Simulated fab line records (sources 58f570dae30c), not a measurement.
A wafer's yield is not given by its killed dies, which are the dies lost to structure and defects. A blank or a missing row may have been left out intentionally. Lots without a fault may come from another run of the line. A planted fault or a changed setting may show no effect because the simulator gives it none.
Which tool was responsible? :: flow berkeleyCmos170 :: route of 331 steps, sampled at 1 step: 7 lots, 21 wafers

WHAT EACH GAUGE READ, for each wafer
UCB170_GATE_THK_MEAS_05.
lot: L631
measured: day 7 01:20
on: filmMetro-02
GATE_POLY_THK (nm): 204.4 204.1 205.6

lot: L634
measured: day 7 13:00
on: filmMetro-02
GATE_POLY_THK (nm): 206.2 204.6 204.6

lot: L635
measured: day 7 13:01
on: filmMetro-03
GATE_POLY_THK (nm): 210.8 213.0 211.4

lot: L637
measured: day 8 14:32
on: filmMetro-02
GATE_POLY_THK (nm): 208.5 210.1 207.4

lot: L639
measured: day 8 14:37
on: filmMetro-02
GATE_POLY_THK (nm): 206.0 206.4 204.1

lot: L648
measured: day 10 00:15
on: filmMetro-02
GATE_POLY_THK (nm): 210.5 211.9 210.6

lot: L650
measured: day 10 08:08
on: filmMetro-02
GATE_POLY_THK (nm): 206.7 206.8 208.3

EACH LOT AND THE TOOL THAT RAN IT (in order: tool; ch and the chambers of the sampled wafers; start)
The record holds no process step before these readings.

THE ANSWER, worked out from the rows above alone
Rule: the lots themselves supply what counts as usual. Put in order of their means at a reading, lots are off if they are a third of the lots or fewer, leave a main group of 4 or more, and stand apart from it by a gap of 3 or more times the standard deviation of the main group's means; of several such gaps the widest counts. If all means in a main group match to the digits the tables above print for the reading, that group is not used. A lot without any number at a reading at which 4 lots or more have one is off too. The other lots that the step has rows for count as sound.
No lot is off on any of the readings shown, so nothing can be concluded from this.

WHAT THE SIMULATOR PUT IN
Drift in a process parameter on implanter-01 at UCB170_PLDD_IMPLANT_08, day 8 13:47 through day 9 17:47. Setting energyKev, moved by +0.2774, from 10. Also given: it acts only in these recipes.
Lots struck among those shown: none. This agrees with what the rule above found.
